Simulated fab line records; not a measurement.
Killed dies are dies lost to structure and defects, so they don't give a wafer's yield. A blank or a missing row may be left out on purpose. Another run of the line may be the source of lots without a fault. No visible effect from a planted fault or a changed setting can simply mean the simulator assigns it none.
Comparing a struck lot with a sound one    flow ritCmos    32 out of 202 route steps
Sound: the wafers L280.3, L280.5, L280.6. The struck wafers were L273.3, L273.5, L273.6. Last of all comes the cause.
Order at every step that has rows: each side's tool, ch and its chambers, its first start. Under that, the readings that differ: sound wafers    struck wafers    difference of the means    sigmas: that difference in standard deviations of wafers without a fault.
alike: readings with means less than 2 such deviations apart, plus words and numbers identical on both sides. not compared: withheld readings, readings lacking a value on some wafer, bounds such as >300 that could conceal the same value, and numbers that have no deviation in the record and whose values overlap.
Wherever a step has rows on one side only, a row that says differs or no value, or a row with sigmas, the two part there. When numbers do not overlap yet have no deviation, they are printed without sigmas and do not part them. Lack of a reading on every wafer of one side parts them only where that side has two or more wafers.

first, 5 steps without rows for these wafers: RIT_CONTACT_COAT_03 (resist thk 1000 nm); RIT_CONTACT_SOFTBAKE_04 (time 60 s); RIT_CONTACT_EXPOSE_05 (exposes mask M11, target cd 1000 nm); RIT_CONTACT_PEB_06; RIT_CONTACT_DEVELOP_07 (develop time 120 s).
RIT_CONTACT_CD_MEAS_08: target cd 1000 nm.
  sound: cdSem-01 at day 6 08:26; struck: cdSem-01 at day 5 09:02
  alike: cdNm
RIT_CONTACT_OVL_MEAS_09:
  sound: overlay-01 at day 6 08:32; struck: overlay-02 at day 5 09:08
  alike: CONTACT_OVL
then, 1 step without rows for these wafers: RIT_CONTACT_HARDBAKE_10 (time 60 s).
RIT_CONTACT_ETCH_11: etches SiO2 in CHF3/CF4/Ar, stops on TiSi2, target depth 480 nm, time 320 s.
  sound on rieDiel-01 ch 0,1,2, day 6 08:43; struck on rieDiel-03 ch 1,2,3, day 5 09:19
  alike: cf4FlowSccm, drypumpMotorCurrentA, oesProductAu, throttleValvePct
  not compared: rfHoursCounterH
RIT_CONTACT_STRIP_12: strips in O2, time 180 s.
  sound on plasmaAsher-04 ch 0,1, day 6 08:58; struck on plasmaAsher-01 ch 0,1, day 5 09:34
  alike: drypumpMotorCurrentA
  not compared: rfHoursCounterH
RIT_CONTACT_CD_MEAS_90: target cd 1000 nm.
  sound: cdSem-01 at day 6 09:07; struck: cdSem-01 at day 5 09:43
  alike: cdNm
then, 1 step without rows for these wafers: RIT_CONTACT_CLEAN_13 (cleans in SC1, time 600 s).
RIT_CONTACT_CLEAN_14: cleans in SC2, time 600 s.
  sound on wetBench-04 ch 2, day 6 09:22; struck on wetBench-04 ch 0, day 5 09:58
  alike: bathGuardTempC
RIT_M1_SPUTTER_00: material Al, target thk 400 nm, time 500 s.
  sound: pvdSputter-02 at day 6 09:33; struck: pvdSputter-01 at day 5 10:08
  alike: throttleValvePct
RIT_M1_RS_MEAS_01: measurement is done with a four-point probe.
  sound: filmMetro-03 at day 6 09:53; struck: filmMetro-04 at day 5 10:29
  alike: M1_AL_RS
RIT_M1_THK_MEAS_02: measures by xrf.
  sound: filmMetro-03 at day 6 09:59; struck: filmMetro-04 at day 5 10:35
  alike: M1_AL_THK
then, 6 steps without rows for these wafers: RIT_M1_HMDS_03 (prime time 60 s); RIT_M1_COAT_04 (resist thk 1300 nm); RIT_M1_SOFTBAKE_05 (time 60 s); RIT_M1_EXPOSE_06 (exposes mask M12, target cd 2600 nm); RIT_M1_PEB_07; RIT_M1_DEVELOP_08 (develop time 68 s).
RIT_M1_CD_MEAS_09: target cd 2600 nm.
  sound: cdSem-01 at day 6 11:04; struck: cdSem-01 at day 5 11:32
  alike: cdNm
RIT_M1_OVL_MEAS_10:
  sound: overlay-02 at day 6 11:10; struck: overlay-01 at day 5 11:38
  alike: M1_OVL
then, 1 step without rows for these wafers: RIT_M1_HARDBAKE_11 (time 120 s).
RIT_M1_METAL_ETCH_12: etches Al in Cl2/BCl3, stops on SiO2, time 165 s, target depth 600 nm.
  sound on rieMetal-02 ch 0,1, day 6 11:29; struck on rieMetal-03 ch 0,1, day 5 11:58
  alike: drypumpMotorCurrentA, heBacksideLeakSccm, oesProductAu, throttleValvePct
  not compared: rfHoursCounterH
then, 1 step without rows for these wafers: RIT_M1_STRIP_13 (strips in nmp, time 600 s).
RIT_M1_STRIP_14: strips in O2, time 180 s.
  sound on plasmaAsher-01 ch 0,1, day 6 11:50; struck on plasmaAsher-04 ch 0,1, day 5 12:19
  alike: drypumpMotorCurrentA
  not compared: rfHoursCounterH
RIT_M1_CD_MEAS_90: target cd 2600 nm.
  sound: cdSem-02 at day 6 11:59; struck: cdSem-01 at day 5 12:28
reading    sound           struck          difference  sigmas
cdNm (nm)  2600 2604 2603  2595 2593 2594  -8          -2
then, 1 step without rows for these wafers: RIT_M1_ANNEAL_15 (time 1800 s).
RIT_M1_BOW_MEAS_16:
  sound: filmMetro-04 at day 6 14:08; struck: filmMetro-02 at day 5 14:05
  alike: M1_BOW
RIT_M1_PROBE_99:
  sound: prober-02 at day 6 14:19; struck: prober-01 at day 5 14:16
reading           sound   struck                                                                   difference                    sigmas
hold              - - -   awaitDispo/1.6h/release awaitDispo/1.6h/release awaitDispo/1.6h/release  no value on the sound wafers  
killedAtContacts  0 0 0   12 9 10                                                                  +10                           +30
killedDies        2 10 8  22 13 18                                                                 +11                           +4
killedOnRim       1 2 3   10 7 9                                                                   +7                            +5
  alike: killedAtFrontEnd, killedOpen, killedShort

WHERE THEY PART
Earliest at RIT_M1_CD_MEAS_90; latest, in this record, at RIT_M1_PROBE_99.

WHY: what the simulator had put in
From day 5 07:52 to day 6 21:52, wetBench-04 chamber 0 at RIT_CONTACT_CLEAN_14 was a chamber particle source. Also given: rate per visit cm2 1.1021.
